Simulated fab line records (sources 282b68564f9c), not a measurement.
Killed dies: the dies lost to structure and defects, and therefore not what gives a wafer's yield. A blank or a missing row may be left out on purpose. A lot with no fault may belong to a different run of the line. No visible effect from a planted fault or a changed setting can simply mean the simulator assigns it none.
A struck lot beside a sound one + flow rit cmos + 20 out of 202 route steps
Sound: wafers L445.1, L445.3, L445.5. Wafers struck: L459.2, L459.3, L459.6. At the end, the cause is stated.
For every step that has rows: the tool of each side, followed by ch and its chambers, followed by its first start. Under that, the readings that differ: sound wafers + struck wafers + difference of the means + sigmas: that difference in standard deviations of wafers without a fault.
alike: words and numbers the same on both sides, and readings whose means are apart by under 2 such deviations; not compared: readings that were withheld, readings missing a value for some wafer, numbers with overlapping values and no deviation given by the record, and bounds like >300 which may hide the same value.
The two part at a step that has a row with sigmas, a row that says differs or no value, or rows on one side only. Numbers that don't overlap but have no deviation are shown without sigmas and don't part them. A reading that every wafer of one side lacks parts them only if that side has two wafers or more.

first, 2 steps without rows for these wafers: RIT_NWELL_HARDBAKE_07 (time 120 s); RIT_NWELL_IMPLANT_08.
RIT_NWELL_STRIP_09: strips in O2, time 180 s.
  sound on plasma asher-04 ch 0,1, day 3 04:29; struck on plasma asher-04 ch 0,1, day 6 08:35
  alike: drypump motor current A
  not compared: rf hours counter h
RIT_NWELL_TW_MEAS_10:
  sound on film metro-03, day 3 04:40; struck on film metro-01, day 6 08:46
| reading  | sound          | struck         | difference | sigmas |
|----------|----------------|----------------|------------|--------|
| NWELL_TW | 2193 2181 2192 | 2108 2110 2111 | -79        | -2     |
then, 6 steps without rows for these wafers: RIT_PWELL_HMDS_00 (prime time 60 s); RIT_PWELL_COAT_01 (resist thk 1300 nm); RIT_PWELL_SOFTBAKE_02 (time 59.02 s); RIT_PWELL_EXPOSE_03 (exposes mask M3, target cd 43700 nm); RIT_PWELL_PEB_04; RIT_PWELL_DEVELOP_05 (develop time 68 s).
RIT_PWELL_OVL_MEAS_06:
  sound on overlay-02, day 3 05:38; struck on overlay-02, day 6 09:42
  alike: PWELL_OVL
then, 1 step without rows for these wafers: RIT_PWELL_HARDBAKE_07 (time 120 s).
RIT_PWELL_IMPLANT_08:
  sound on implanter-04 ch 0, day 3 05:56; struck on implanter-04 ch 0, day 6 10:01
| reading            | sound                         | struck                           | difference  | sigmas      |
|--------------------|-------------------------------|----------------------------------|-------------|-------------|
| dose ions cm2      | 6.989e+13 6.994e+13 6.994e+13 | 1.0302e+14 1.0306e+14 1.0298e+14 | +3.3097e+13 | +99 or more |
| faraday current uA | 223 225 229                   | 328 334 326                      | +104        | +22         |
RIT_PWELL_STRIP_09: strips in O2, time 180 s.
  sound on plasma asher-01 ch 0,1, day 3 06:05; struck on plasma asher-02 ch 1, day 6 10:08
  alike: drypump motor current A
  not compared: rf hours counter h
RIT_PWELL_TW_MEAS_10:
  sound on film metro-03, day 3 06:16; struck on film metro-04, day 6 10:19
| reading  | sound       | struck         | difference | sigmas |
|----------|-------------|----------------|------------|--------|
| PWELL_TW | 970 964 977 | 1085 1089 1088 | +117       | +8     |
then, 1 step without rows for these wafers: RIT_WELLDRIVE_ANNEAL_00 (time 14700 s).
RIT_WELLDRIVE_RS_MEAS_01: a four-point-probe measurement.
  sound on film metro-04, day 3 11:46; struck on film metro-01, day 6 16:38
  alike: NWELL_RS
RIT_WELLDRIVE_RS_MEAS_02: a four-point-probe measurement.
  sound on film metro-04, day 3 11:53; struck on film metro-01, day 6 16:46
| reading           | sound             | struck            | difference | sigmas |
|-------------------|-------------------|-------------------|------------|--------|
| PWELL_RS (ohm/sq) | 427.6 429.6 428.8 | 337.8 338.9 338.5 | -90.3      | -82    |
then, 1 step without rows for these wafers: RIT_NRETRO_HMDS_00 (prime time 60 s).
RIT_M1_PROBE_99:
  sound on prober-02, day 4 16:40; struck on prober-02, day 7 23:41
| reading                             | sound             | struck            | difference | sigmas |
|-------------------------------------|-------------------|-------------------|------------|--------|
| model.etest.nmos_0p3.r on ohm um    | 2176 2140 2107    | 2514 2474 2477    | +347       |        |
| model.etest.nmos_0p15.r on ohm um   | 1143 1106 1103    | 1239 1229 1214    | +110       |        |
| model.etest.pwell pinched.rs ohm sq | 460.4 459.2 457   | 359.6 360.6 356.4 | -100.0     |        |
| model.etest.pwell.rs ohm sq         | 413.9 416.9 413.2 | 323.2 324.2 325   | -90.5      |        |
| model.etest.nmos turned.drive ua um | 304.4 319.7 309.3 | 252.6 257.3 255.4 | -56.0      |        |
| model.etest.nmos_0p15.drive ua um   | 474.1 483.4 487.3 | 384.2 404.5 390.4 | -88.6      |        |
| model.etest.nmos narrow.drive ua um | 225.7 227.5 228.4 | 161 169.2 164.8   | -62        |        |
| model.etest.nmos_0p3.drive ua um    | 229.2 231.2 234   | 167.8 176.3 172   | -59.4      |        |
  alike: killed at contacts, killed at front end, killed dies, killed open, killed short

WHERE THEY PART
Earliest at RIT_NWELL_TW_MEAS_10; latest, in this record, at RIT_WELLDRIVE_RS_MEAS_02. Later steps at which nothing parts them and some readings are alike: RIT_M1_PROBE_99.

WHY: the cause the simulator had injected
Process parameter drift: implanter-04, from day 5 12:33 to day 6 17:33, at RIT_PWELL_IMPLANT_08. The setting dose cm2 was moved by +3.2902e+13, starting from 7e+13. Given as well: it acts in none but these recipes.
